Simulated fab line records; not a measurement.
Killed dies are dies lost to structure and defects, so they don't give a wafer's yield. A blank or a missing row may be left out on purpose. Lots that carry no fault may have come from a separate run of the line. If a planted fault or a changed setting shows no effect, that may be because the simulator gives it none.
The same fault as seen by 2 desks ; flow berkeley_cmos170 ; only its own numbers are on each desk; what lay behind them is given at the end

## METROLOGY DESK
What the gauges read for every lot (on any tool): the sampled wafers with a number, averaged. Marked OUT: a lot whose mean sits more than 4 standard deviations from the usual mean, which makes it out of limits; the brackets give that distance.
Columns: A = PWELL_TW at UCB170_PWELL_TW_MEAS_17, usual 381; B = PVT_OVL at UCB170_PVT_OVL_MEAS_06, usual -1 nm
lot;first seen here;A;B
L747;day 2 21:53;377;-3
L748;day 3 03:11;376;1
L749;day 3 06:08;384;-5
L750;day 3 22:34;378;5
L752;day 4 03:26;381;2
L754;day 4 07:52;379;-4
L757;day 5 04:14;383;4
L758;day 5 04:28;376;-2
L756;day 5 04:42;380;-3
L759;day 5 11:52;375;-4
L763;day 6 10:09;386;1
L765;day 6 20:25;380;3
L767;day 7 06:47;387;-8
L770;day 7 22:15;377;8
This desk found nothing out of limits on any of the 14 lots.

## THE TOOL OWNER'S DESK: implanter-04
The tool's own readings at UCB170_NVT_IMPLANT_07: means of the sampled wafers that have a number, for each lot that ran on this tool. Marked OUT: a lot whose mean sits more than 4 standard deviations from the usual mean, which makes it out of limits; the brackets give that distance.
Columns: A = dose_ions_cm2 at UCB170_NVT_IMPLANT_07, usual 3e+12; B = faraday_current_uA at UCB170_NVT_IMPLANT_07, usual 9.50
lot;first seen here;A;B
L747;day 5 11:15;3e+12;9.55
L748;day 5 18:46;3e+12;9.57
L752;day 6 20:14;3e+12;9.56
L754;day 7 02:53;3e+12;9.62
L757;day 8 01:43;3e+12;9.37
L767;day 9 22:42;3e+12 (+38) OUT;9.90
L770;day 10 09:05;3e+12 (+38) OUT;10.06
This desk's verdict: out of limits on L767, L770, starting with L767 at day 9 22:42 (dose_ions_cm2 at UCB170_NVT_IMPLANT_07). In limits: L747, L748, L752, L754, L757.

## TAKEN TOGETHER
An alarm could have come from the tool owner's desk at day 9 22:42, on L767, L770.
Metrology desk: nothing out of limits seen.
The metrology desk has L767, L770 on record, within its limits.
UCB170_NVT_IMPLANT_07 was run on implanter-04 by each of the lots named.

## WHAT THE SIMULATOR HAD INSERTED
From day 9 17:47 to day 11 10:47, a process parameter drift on implanter-04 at UCB170_NVT_IMPLANT_07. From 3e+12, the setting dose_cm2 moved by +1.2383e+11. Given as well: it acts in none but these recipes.
Lots struck among those shown: L767, L770.
Delay in hours, fault start to first out-of-limits reading, by desk: the tool owner's desk at 5.
